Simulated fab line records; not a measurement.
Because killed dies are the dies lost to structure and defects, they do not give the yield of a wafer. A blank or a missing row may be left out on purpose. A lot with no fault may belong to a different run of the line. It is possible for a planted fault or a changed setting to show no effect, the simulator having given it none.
Matching of chambers | flow berkeleyCmos170 | 4 sister chambers for UCB170_V2_ETCH_14 on rieDiel-03
The step etches SiO2 in CHF3/CF4/Ar, stops on Al, target depth 1250 nm, time 291 s. 8 wafers are shown with their chamber, then 8 later ones without.

## WAFERS WITH THEIR CHAMBER
wafer  | chamber | drypumpMotorCurrentA (A) | throttleValvePct (%)
L897.2 | 2       | 5.7                      | 6.79
L897.6 | 0       | 5.6                      | 7.04
L898.1 | 2       | 5.8                      | 6.76
L901.6 | 0       | 5.6                      | 7.03
L907.3 | 1       | 6.3                      | 7.17
L907.4 | 3       | 6.2                      | 6.71
L907.6 | 3       | 6.2                      | 6.71
L912.1 | 1       | 6.3                      | 7.16

## WAFERS WHOSE CHAMBER IS MISSING
wafer  | drypumpMotorCurrentA (A) | throttleValvePct (%)
L912.2 | 5.6                      | 7.02
L912.4 | 6.2                      | 6.71
L911.2 | 6.2                      | 6.71
L911.4 | 5.6                      | 7.01
L911.6 | 6.3                      | 7.16
L915.1 | 6.2                      | 6.71
L915.3 | 5.6                      | 7.03
L915.6 | 5.6                      | 7.01

## WHICH CHAMBER EACH ONE RAN IN
wafer  | from the rows above | in truth
L912.2 | 0                   | 0
L912.4 | 3                   | 3
L911.2 | 3                   | 3
L911.4 | 0                   | 0
L911.6 | 1                   | 1
L915.1 | 3                   | 3
L915.3 | 0                   | 0
L915.6 | 0                   | 0
Placed correctly: 8 of 8. Can't be placed from these rows: 0. Placed wrongly: 0.
How it was worked out, from the rows above alone: a wafer's distance from a chamber is the root of the sum, over the readings, of the square of ((its reading less the chamber's mean) divided by the reading's scatter). If the next closest chamber is less than 2 further off than the closest, the wafer can't be placed; otherwise it belongs to the closest. A chamber's mean is the mean of its shown wafers. The scatter is the square root of a quotient: the sum, over the shown wafers, of each reading's squared deviation from its chamber's mean, divided by wafers minus chambers.
